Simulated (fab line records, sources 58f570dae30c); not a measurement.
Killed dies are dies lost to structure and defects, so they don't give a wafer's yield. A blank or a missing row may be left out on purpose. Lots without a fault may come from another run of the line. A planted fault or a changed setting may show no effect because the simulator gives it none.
Split-lot experiment | flow berkeley_cmos170 | 5 lots, 23 wafers read, on a route of 331 steps

THE SPLIT
At UCB170_ACTIVE_EXPOSE_10 (exposes mask ACTIVE, target cd 1200 nm), the setting dose_mj was moved away from the recipe's 20 on 5 of the 23 wafers read, by -6.7% to +6.7%. The other wafers ran this setting at the recipe's value.

FROM THE SPLIT TO THE READING: what the file shows between them, 5 steps
- UCB170_ACTIVE_PEB_11
- UCB170_ACTIVE_DEVELOP_12: develop time 45 s
- UCB170_ACTIVE_CD_MEAS_13: target cd 1200 nm
- UCB170_ACTIVE_ETCH_15: etches Si3N4 in CH3F/Ar/O2, stops on SiO2, target depth 242 nm, time 151 s
- UCB170_ACTIVE_STRIP_16: strips in O2

THE READING
cd_nm, in nm, at UCB170_ACTIVE_CD_MEAS_90 (target cd 1200 nm). Fault-free wafers of this fab line usually give 1200.0 nm, standard deviation 1.5 nm.

wafer  | tool, chamber at the split | dose_mj as run | against the recipe | cd_nm, nm | against lot-mates on the recipe
L074.1 | krf_scanner-02, 0          | 20             | recipe             | 1198.2    | -
L074.2 | krf_scanner-02, 0          | 20             | recipe             | 1198.2    | -
L074.4 | krf_scanner-02, 0          | 20             | recipe             | 1198.2    | -
L074.5 | krf_scanner-02, 0          | 20             | recipe             | 1197.3    | -
L074.6 | krf_scanner-02, 0          | 20             | recipe             | 1197.3    | -
L075.1 | krf_scanner-02, 0          | 20             | recipe             | 1198.4    | -
L075.2 | krf_scanner-02, 0          | 20             | recipe             | 1199.8    | -
L075.4 | krf_scanner-02, 0          | 18.66          | -6.7%              | 1212.3    | +13.5
L075.5 | krf_scanner-02, 0          | 20             | recipe             | 1198.3    | -
L075.6 | krf_scanner-02, 0          | 18.66          | -6.7%              | 1212.0    | +13.2
L080.1 | krf_scanner-02, 0          | 20             | recipe             | 1199.8    | -
L080.4 | krf_scanner-02, 0          | 20             | recipe             | 1202.2    | -
L080.6 | krf_scanner-02, 0          | 20             | recipe             | 1198.8    | -
L082.1 | krf_scanner-02, 0          | 20             | recipe             | 1201.8    | -
L082.3 | krf_scanner-02, 0          | 20             | recipe             | 1201.8    | -
L082.4 | krf_scanner-02, 0          | 20             | recipe             | 1200.8    | -
L082.5 | krf_scanner-02, 0          | 20             | recipe             | 1200.9    | -
L082.6 | krf_scanner-02, 0          | 20             | recipe             | 1200.2    | -
L083.2 | krf_scanner-02, 0          | 21.34          | +6.7%              | 1190.1    | -11.4
L083.3 | krf_scanner-02, 0          | 21.34          | +6.7%              | 1190.8    | -10.7
L083.4 | krf_scanner-02, 0          | 20             | recipe             | 1200.8    | -
L083.5 | krf_scanner-02, 0          | 20             | recipe             | 1202.2    | -
L083.6 | krf_scanner-02, 0          | 21.34          | +6.7%              | 1190.7    | -10.8

THE FIT
A straight line over all 23 wafers: cd_nm changes by -1.58 nm for each +1% of dose_mj; r = -0.95; the points scatter about the line by 1.7 nm.
The same after taking each lot's own level away (the mean of its wafers on the recipe; 23 wafers): -1.78 nm for each +1%; r = -0.99; scatter 0.9 nm.
On that fit, the largest move of dose_mj shifts the reading by 12 nm.
The lots' own levels span 1197.84 to 1201.50 nm, that is 2.4 times the standard deviation above.
So the lot-to-lot level changes the slope: the two fits differ.
Check: with one of the wafers moved furthest among these (-6.7%) left out of the fit, the line predicts +11.8 nm for it against its lot-mates. It came out at +13.5 nm against them.

OTHER SPLITS ON THESE WAFERS
These wafers also went through other splits before the reading. Each is held against what the fit with the lots' levels taken away leaves over:
other split on the same wafers        | wafers away from the commonest value | r with cd_nm (lot level and that fit taken away)
UCB170_NWELL_ETCH_13 time_s           | 10                                   | -0.04
UCB170_PWELL_CVD_05 sih2cl2_flow_sccm | 15                                   | +0.06

THE WHOLE CHAIN: every reading that the file lists as answering this split, in the file's order
step                     | what it does                                                               | reading                                                       | change (the file's fit)              | r (the file's)
UCB170_ACTIVE_CD_MEAS_13 | target cd 1200 nm                                                          | cd_nm                                                         | -1.78 nm for each +1% of the setting | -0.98
UCB170_ACTIVE_ETCH_15    | etches Si3N4 in CH3F/Ar/O2, stops on SiO2, target depth 242 nm, time 151 s | ACTIVE.cd_nm (the simulator's own value, which no gauge read) | -1.77 nm for each +1% of the setting | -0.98
UCB170_ACTIVE_CD_MEAS_90 | target cd 1200 nm                                                          | cd_nm                                                         | -1.82 nm for each +1% of the setting | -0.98

THE FILE'S OWN FIT
cd_nm changes by -1.82 nm for each +1% of dose_mj, r = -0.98.
